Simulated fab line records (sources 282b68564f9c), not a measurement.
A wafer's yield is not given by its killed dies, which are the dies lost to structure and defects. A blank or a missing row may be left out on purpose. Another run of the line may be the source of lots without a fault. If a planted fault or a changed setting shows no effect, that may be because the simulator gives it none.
The tool behind it: which one? ; flow ritCmos ; 14 lots with 41 wafers sampled at 2 steps, on a route of 202 steps

## WHAT THE GAUGES READ, wafer by wafer
RIT_M1_CD_MEAS_90: the cd target is 2600 nm. Usual: cdNm at 2600 nm, with a standard deviation of 3.2.
lot;measured;on;cdNm (nm);flag
L882;day 4 10:42;cdSem-01;2595 2596 2594;
L883;day 4 16:19;cdSem-02;2600 2602 2600;
L884;day 4 18:17;cdSem-02;2600 2597 2599;
L885;day 4 21:56;cdSem-02;2599 2598 2602;
L886;day 5 05:23;cdSem-02;2606 2606 2604;
L887;day 5 10:21;cdSem-02;2604 2603 2602;
L890;day 5 23:37;cdSem-01;2599 2597 2602;
L891;day 6 02:48;cdSem-01;2599 2604 2597;
L892;day 6 06:08;cdSem-02;2602 2603 2604;
L893;day 6 16:50;cdSem-01;2599 2595 2596;
L894;day 6 20:18;cdSem-02;2606 2605 2602;
L896;day 7 07:16;cdSem-02;- - -;OFF
L897;day 7 09:50;cdSem-02;- -;OFF
L901;day 8 07:41;cdSem-01;2597 2596 2598;

## TOOL THAT RAN EACH LOT (tool first, then ch and the chambers of the sampled wafers, then the start)
lot;RIT_M1_METAL_ETCH_12
L882;rieMetal-04 ch 0,1, day 4 10:10
L883;rieMetal-02 ch 0, day 4 15:28
L884;rieMetal-03 ch 0,1, day 4 17:44
L885;rieMetal-04 ch 0,1, day 4 21:25
L886;rieMetal-02 ch 0,1, day 5 04:43
L887;rieMetal-03 ch 0,1, day 5 09:40
L890;rieMetal-03 ch 0,1, day 5 23:07
L891;rieMetal-04 ch 0,1, day 6 02:17
L892;rieMetal-02 ch 0,1, day 6 05:38
L893;rieMetal-04 ch 0,1, day 6 16:20
L894;rieMetal-02 ch 0,1, day 6 19:46
L896;rieMetal-02 ch 0,1, day 7 06:45
L897;rieMetal-04 ch 0,1, day 7 09:20
L901;rieMetal-03 ch 1, day 8 07:10
- RIT_M1_METAL_ETCH_12: etches Al in Cl2/BCl3, stops on SiO2, time 165 s, target depth 600 nm.

## WHAT THE TOOLS THEMSELVES READ (means of the sampled wafers that have a number; where no wafer has one, the mark that the record gives instead)
RIT_M1_METAL_ETCH_12. Usual: bcl3FlowSccm 49.98 sccm, standard deviation 0.15; chamberPressureMTorr 100.00 mTorr, standard deviation 0.095; drypumpMotorCurrentA 6.1 A, standard deviation 0.41; mfcCl2Sccm 60.00 sccm, standard deviation 0.17; oesProductAu 0.775 a.u., standard deviation 0.016; throttleValvePct 8.25 %, standard deviation 0.15.
lot;tool;bcl3FlowSccm (sccm);chamberPressureMTorr (mTorr);drypumpMotorCurrentA (A);mfcCl2Sccm (sccm);oesProductAu (a.u.);throttleValvePct (%);flag
L882;rieMetal-04;50.04;99.98;6.1;60.15;0.792;8.28;
L883;rieMetal-02;49.69;99.95;6.4;60.10;0.758;8.06;
L884;rieMetal-03;50.08;99.92;5.4;59.99;0.764;8.30;
L885;rieMetal-04;50.17;100.00;6.1;60.00;0.796;8.28;
L886;rieMetal-02;49.97;100.04;6.3;59.90;0.757;8.19;
L887;rieMetal-03;49.98;99.99;5.8;59.90;0.761;8.41;
L890;rieMetal-03;49.96;99.94;5.5;60.05;0.773;8.29;
L891;rieMetal-04;49.80;100.09;6.1;59.90;0.796;8.29;
L892;rieMetal-02;50.06;100.01;6.4;60.05;0.761;8.18;
L893;rieMetal-04;50.03;100.07;6.1;60.12;0.808;8.29;
L894;rieMetal-02;49.87;100.04;6.4;59.92;0.765;8.12;
L896;rieMetal-02;-;-;-;-;-;-;OFF
L897;rieMetal-04;-;-;-;-;-;-;OFF
L901;rieMetal-03;49.94;100.06;5.2;59.98;0.750;8.17;

## THE ANSWER, worked out from the rows above alone
Rule: take the mean of a lot's wafers that have a number; if it is more than 3 standard deviations from the usual mean, the lot is off. A lot without any number at a reading at which 4 lots or more have one is off too. Any other lot the step has rows for is counted as sound. The gauges are gone through in route order, then the tools' own readings, and for those a lot's mean is taken as printed above. The first step at which some lot is off is used, and at that step the reading that is off furthest; a lot without a number counts as furthest.
Off, at RIT_M1_CD_MEAS_90 on cdNm: L896, L897. Without a number there: L896, L897.
A tool fits if, at a process step before that reading, it ran every lot that is off, and no sound lot after the first of them. The gauges at RIT_M1_CD_MEAS_90 aren't tried: what is off there is off at RIT_M1_METAL_ETCH_12 too, on other tools, and a gauge's error can't cause that. Of those tried, none fits.

## WHAT THE SIMULATOR HAD INSERTED
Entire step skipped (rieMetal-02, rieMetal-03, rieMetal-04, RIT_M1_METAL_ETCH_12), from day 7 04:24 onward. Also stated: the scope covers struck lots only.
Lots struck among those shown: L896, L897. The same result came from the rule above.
